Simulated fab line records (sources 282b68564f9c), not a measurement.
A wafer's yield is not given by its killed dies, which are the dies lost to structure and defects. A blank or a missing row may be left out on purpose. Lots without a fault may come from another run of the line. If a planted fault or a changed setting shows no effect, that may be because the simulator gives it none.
Comparing a struck lot with a sound one + flow rit-cmos + 46 steps out of a route of 202
Sound: the wafers L315.1, L315.3, L315.4. Struck: wafers L326.1, L326.2, L326.5. The cause is named last.
Order at every step that has rows: each side's tool, ch and its chambers, its first start. Under that, the readings that differ: sound wafers + struck wafers + difference of the means + sigmas: that difference in standard deviations of wafers without a fault.
alike: same words and numbers on both sides, and readings whose means sit less than 2 such deviations apart. not compared: any withheld reading, any reading some wafer has no value for, any bound like >300 that may hide the same value, and any number with overlapping values for which the record gives no deviation.
The two part at a step that has a row with sigmas, a row that says differs or no value, or rows on one side only. Non-overlapping numbers with no deviation appear without sigmas and do not part them. A reading missing from all wafers of one side parts the sides only when that side holds two or more wafers.

first, 1 step without rows for these wafers: RIT_ACTIVE_HARDBAKE_12 (time 60 s).
RIT_ACTIVE_ETCH_13: etches Si3N4 in SF6, stops on SiO2, time 210 s, target depth 210 nm.
  sound on rie-diel-02 ch 0,1,3, day 1 20:25; struck on rie-diel-04 ch 1,3, day 4 03:02
  alike: drypump-motor-current-A, oes-product-au, throttle-valve-pct
  not compared: rf-hours-counter-h
RIT_ACTIVE_STRIP_14: strips in O2, time 180 s.
  sound on plasma-asher-02 ch 0,1, day 1 20:33; struck on plasma-asher-03 ch 0,1, day 4 03:11
  alike: drypump-motor-current-A
  not compared: rf-hours-counter-h
RIT_ACTIVE_CD_MEAS_90 targets a cd of 1400 nm.
  sound: cd-sem-02 at day 1 20:44; struck: cd-sem-02 at day 4 03:21
  alike: cd-nm
then, 4 steps without rows for these wafers: RIT_ACTIVE_CLEAN_15 (cleans in SC1, time 600 s); RIT_ACTIVE_CLEAN_16 (cleans in dHF, time 30 s); RIT_ACTIVE_CLEAN_17 (cleans in SC2, time 600 s); RIT_FOX1_OXIDATION_00 (target thk 350.7 nm, ox time 1130 s).
RIT_FOX1_THK_MEAS_01:
  sound: film-metro-03 at day 1 22:34; struck: film-metro-01 at day 4 06:46
  alike: FOX1_OXIDE_THK
then, 2 steps without rows for these wafers: RIT_FOX1_WET_ETCH_02 (etches SiO2 in BOE, target depth 350 nm, time 390 s); RIT_FOX2_OXIDATION_00 (target thk 350.7 nm, ox time 1130 s).
RIT_FOX2_THK_MEAS_01:
  sound: film-metro-01 at day 2 00:42; struck: film-metro-01 at day 4 08:35
  alike: FOX2_OXIDE_THK
RIT_FOX2_CLEAN_02: cleans in dHF, time 180 s.
  sound on wet-bench-04 ch 1, day 2 00:46; struck on wet-bench-02 ch 3, day 4 08:39
| reading          | sound             | struck         | difference | sigmas |
|------------------|-------------------|----------------|------------|--------|
| run-length-s (s) | 203.8 203.8 203.8 | 54.1 54.1 54.1 | -149.7     | -60    |
  not compared: model.SiO2_of_FOX2_OXIDATION_00.thk-nm
then, 1 step without rows for these wafers: RIT_FOX2_WET_ETCH_03 (etches Si3N4 in H3PO4, target depth 195 nm, time 2700 s).
RIT_FOX2_THK_MEAS_90:
  sound: film-metro-01 at day 2 01:38; struck: film-metro-04 at day 4 09:28
  alike: FIELD_OXIDE_LEFT_1_THK
then, 6 steps without rows for these wafers: RIT_NWELL_HMDS_00 (prime time 60 s); RIT_NWELL_COAT_01 (resist thk 1300 nm); RIT_NWELL_SOFTBAKE_02 (time 60 s); RIT_NWELL_EXPOSE_03 (exposes mask M2, target cd 43900 nm); RIT_NWELL_PEB_04; RIT_NWELL_DEVELOP_05 (develop time 68 s).
RIT_NWELL_OVL_MEAS_06:
  sound: overlay-01 at day 2 02:43; struck: overlay-01 at day 4 10:32
  alike: NWELL_OVL
then, 2 steps without rows for these wafers: RIT_NWELL_HARDBAKE_07 (time 120 s); RIT_NWELL_IMPLANT_08.
RIT_NWELL_STRIP_09: strips in O2, time 180 s.
  sound on plasma-asher-02 ch 0,1, day 2 03:08; struck on plasma-asher-03 ch 0,1, day 4 10:58
  alike: drypump-motor-current-A
  not compared: rf-hours-counter-h
RIT_NWELL_TW_MEAS_10:
  sound: film-metro-03 at day 2 03:19; struck: film-metro-02 at day 4 11:08
  alike: NWELL_TW
then, 6 steps without rows for these wafers: RIT_PWELL_HMDS_00 (prime time 60 s); RIT_PWELL_COAT_01 (resist thk 1286 nm); RIT_PWELL_SOFTBAKE_02 (time 60 s); RIT_PWELL_EXPOSE_03 (exposes mask M3, target cd 43700 nm); RIT_PWELL_PEB_04; RIT_PWELL_DEVELOP_05 (develop time 68 s).
RIT_PWELL_OVL_MEAS_06:
  sound: overlay-01 at day 2 04:16; struck: overlay-02 at day 4 12:05
  alike: PWELL_OVL
then, 2 steps without rows for these wafers: RIT_PWELL_HARDBAKE_07 (time 120 s); RIT_PWELL_IMPLANT_08.
RIT_PWELL_STRIP_09: strips in O2, time 180 s.
  sound on plasma-asher-04 ch 0,1, day 2 04:41; struck on plasma-asher-01 ch 0,1, day 4 12:31
  alike: drypump-motor-current-A
  not compared: rf-hours-counter-h
RIT_PWELL_TW_MEAS_10:
  sound: film-metro-03 at day 2 04:52; struck: film-metro-04 at day 4 12:41
  alike: PWELL_TW
then, 1 step without rows for these wafers: RIT_WELLDRIVE_ANNEAL_00 (time 14700 s).
RIT_WELLDRIVE_RS_MEAS_01: measures by four-point-probe.
  sound: film-metro-03 at day 2 11:33; struck: film-metro-02 at day 4 18:45
  alike: NWELL_RS
RIT_WELLDRIVE_RS_MEAS_02: measures by four-point-probe.
  sound: film-metro-03 at day 2 11:40; struck: film-metro-02 at day 4 18:52
  alike: PWELL_RS
then, 2 steps without rows for these wafers: RIT_NRETRO_HMDS_00 (prime time 60 s); RIT_NRETRO_COAT_01 (resist thk 1300 nm).
RIT_SILICIDE_WET_ETCH_00: etches SiO2 in BOE, target depth 14 nm, time 15 s.
  sound on wet-bench-01 ch 1, day 3 10:59; struck on wet-bench-04 ch 1, day 5 19:59
  not compared: model.SiO2_of_FOX2_OXIDATION_00.thk-nm
RIT_CONTACT_DEVELOP_07: develop time 114.2 s.
  sound on litho-track-04 ch 0; struck on litho-track-04 ch 0
| reading                  | sound           | struck          | difference | sigmas |
|--------------------------|-----------------|-----------------|------------|--------|
| model.CONTACT.cd-nm (nm) | 999.2 1001 1000 | 975.8 978.5 977 | -23.0      |        |
RIT_CONTACT_ETCH_11: etches SiO2 in CHF3/CF4/Ar, stops on TiSi2, target depth 480 nm, time 320 s.
  sound on rie-diel-01 ch 1,2,3, day 3 13:01; struck on rie-diel-04 ch 0,1,2, day 5 21:53
| reading                  | sound           | struck            | difference | sigmas |
|--------------------------|-----------------|-------------------|------------|--------|
| model.CONTACT.cd-nm (nm) | 999.3 1001 1000 | 975.7 978.2 976.5 | -23.3      |        |
  alike: drypump-motor-current-A, oes-product-au, throttle-valve-pct
  not compared: rf-hours-counter-h
RIT_M1_PROBE_99:
  sound: prober-01 at day 3 17:52; struck: prober-02 at day 6 02:44
| reading                                    | sound             | struck            | difference | sigmas |
|--------------------------------------------|-------------------|-------------------|------------|--------|
| model.etest.contact-to-gate.bv-right-v (V) | 91.97 90.62 90.33 | 97.27 97.6 95.78  | +5.91      |        |
| model.etest.contact-to-gate.bv-left-v (V)  | 90.45 89.89 91.28 | 96.34 95.25 97.19 | +5.72      |        |
  not compared: model.etest.field-n.vt-v

WHERE THEY PART
Only at RIT_FOX2_CLEAN_02, within this record. Later steps at which nothing parts them and some readings are alike: RIT_FOX2_THK_MEAS_90, RIT_NWELL_OVL_MEAS_06, RIT_NWELL_STRIP_09, RIT_NWELL_TW_MEAS_10, RIT_PWELL_OVL_MEAS_06, RIT_PWELL_STRIP_09, RIT_PWELL_TW_MEAS_10, RIT_WELLDRIVE_RS_MEAS_01, RIT_WELLDRIVE_RS_MEAS_02, RIT_CONTACT_ETCH_11.

WHY: the cause the simulator had injected
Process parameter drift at RIT_FOX2_CLEAN_02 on wet-bench-02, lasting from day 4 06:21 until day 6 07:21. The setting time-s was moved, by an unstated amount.
